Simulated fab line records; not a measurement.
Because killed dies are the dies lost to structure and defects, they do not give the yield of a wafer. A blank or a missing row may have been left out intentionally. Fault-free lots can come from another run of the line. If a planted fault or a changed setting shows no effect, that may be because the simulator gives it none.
Which of the tools did it? + flow berkeley cmos170 + 14 lots with 42 wafers sampled at 2 steps, on a route of 331 steps

WHAT THE GAUGES READ, wafer by wafer
Not one reading of a measure or inspect step in the record can be checked against a usual standard deviation.

EACH LOT AND THE TOOL THAT RAN IT (in order: tool; ch and the chambers of the sampled wafers; start)
| lot  | UCB170_M2_COAT_05                 | UCB170_M2_STRIP_07                   |
|------|-----------------------------------|--------------------------------------|
| L630 | litho track-01 ch 0, day 8 12:34  | plasma asher-04 ch 0,1, day 8 12:50  |
| L632 | litho track-01 ch 0, day 8 20:11  | plasma asher-04 ch 0,1, day 8 20:28  |
| L631 | litho track-01 ch 0, day 8 23:00  | plasma asher-02 ch 0, day 8 23:18    |
| L633 | litho track-03 ch 0, day 9 10:42  | plasma asher-03 ch 0,1, day 9 10:59  |
| L634 | litho track-03 ch 0, day 9 11:45  | plasma asher-03 ch 0, day 9 12:03    |
| L637 | litho track-01 ch 0, day 10 04:39 | plasma asher-04 ch 0,1, day 10 04:57 |
| L642 | litho track-03 ch 0, day 11 16:29 | plasma asher-02 ch 0,1, day 11 16:47 |
| L643 | litho track-03 ch 0, day 12 02:48 | plasma asher-03 ch 0,1, day 12 03:04 |
| L648 | litho track-02 ch 0, day 13 13:16 | plasma asher-02 ch 0,1, day 13 13:32 |
| L645 | litho track-03 ch 0, day 13 13:17 | plasma asher-04 ch 0,1, day 13 13:34 |
| L646 | litho track-03 ch 0, day 13 13:46 | plasma asher-02 ch 0,1, day 13 14:03 |
| L650 | litho track-02 ch 0, day 13 14:35 | plasma asher-03 ch 0,1, day 13 14:53 |
| L651 | litho track-02 ch 0, day 14 14:02 | plasma asher-02 ch 0,1, day 14 14:20 |
| L653 | litho track-01 ch 0, day 15 03:59 | plasma asher-03 ch 0,1, day 15 04:17 |
- UCB170_M2_COAT_05: resist thk 900 nm.
- UCB170_M2_STRIP_07: strips in O2.

AS READ BY THE TOOLS THEMSELVES (means over the sampled wafers that have a number; for cases with no such wafer, the mark the record gives instead)
UCB170_M2_COAT_05. Usual: spin speed rpm reads 1499.9 rpm (standard deviation 0.92).
| lot  | tool           | spin speed rpm (rpm) | flag |
|------|----------------|----------------------|------|
| L630 | litho track-01 | 1500.0               |      |
| L632 | litho track-01 | 1499.2               |      |
| L631 | litho track-01 | 1592.5               | OFF  |
| L633 | litho track-03 | 1500.5               |      |
| L634 | litho track-03 | 1498.4               |      |
| L637 | litho track-01 | 1592.2               | OFF  |
| L642 | litho track-03 | 1499.7               |      |
| L643 | litho track-03 | 1500.7               |      |
| L648 | litho track-02 | 1501.2               |      |
| L645 | litho track-03 | 1500.5               |      |
| L646 | litho track-03 | 1500.0               |      |
| L650 | litho track-02 | 1499.4               |      |
| L651 | litho track-02 | 1499.5               |      |
| L653 | litho track-01 | 1500.1               |      |

UCB170_M2_STRIP_07. Usual: drypump motor current A 5.7 A, standard deviation 0.51; oes product au 0.734 a.u., standard deviation 0.0044; strip time to endpoint s 21.93 s, standard deviation 0.067.
| lot  | tool            | drypump motor current A (A) | oes product au (a.u.) | strip time to endpoint s (s) | flag |
|------|-----------------|-----------------------------|-----------------------|------------------------------|------|
| L630 | plasma asher-04 | 5.7                         | 0.734                 | 21.93                        |      |
| L632 | plasma asher-04 | 5.7                         | 0.732                 | 21.94                        |      |
| L631 | plasma asher-02 | 5.2                         | 0.732                 | 21.18                        | OFF  |
| L633 | plasma asher-03 | 6.1                         | 0.737                 | 21.91                        |      |
| L634 | plasma asher-03 | 6.5                         | 0.731                 | 21.93                        |      |
| L637 | plasma asher-04 | 5.3                         | 0.733                 | 21.34                        | OFF  |
| L642 | plasma asher-02 | 5.5                         | 0.733                 | 21.85                        |      |
| L643 | plasma asher-03 | 6.2                         | 0.735                 | 21.89                        |      |
| L648 | plasma asher-02 | 5.8                         | 0.734                 | 21.94                        |      |
| L645 | plasma asher-04 | 5.4                         | 0.732                 | 21.94                        |      |
| L646 | plasma asher-02 | 5.8                         | 0.732                 | 21.95                        |      |
| L650 | plasma asher-03 | 5.9                         | 0.733                 | 22.01                        |      |
| L651 | plasma asher-02 | 5.5                         | 0.731                 | 22.00                        |      |
| L653 | plasma asher-03 | 6.2                         | 0.735                 | 21.86                        |      |

THE ANSWER, worked out from the rows above alone
Rule: a lot counts as off when the mean over its wafers that have a number is more than 3 standard deviations away from the usual mean. A lot without any number at a reading at which 4 lots or more have one is off too. Where the step has rows for the other lots, those lots are counted as sound. After the gauges, taken in route order, come the tools' own readings; for these a lot's mean is taken, as printed above. At the first step where some lot is off, the reading lying furthest off is the one used; lots without a number count as furthest.
Off: L631, L637 (UCB170_M2_COAT_05, spin speed rpm).
If a tool, at that step or one of the process steps before it, ran each lot that is off and ran no sound lot following the first of them, it fits. None of those tried fits.

WHAT WAS PUT IN BY THE SIMULATOR
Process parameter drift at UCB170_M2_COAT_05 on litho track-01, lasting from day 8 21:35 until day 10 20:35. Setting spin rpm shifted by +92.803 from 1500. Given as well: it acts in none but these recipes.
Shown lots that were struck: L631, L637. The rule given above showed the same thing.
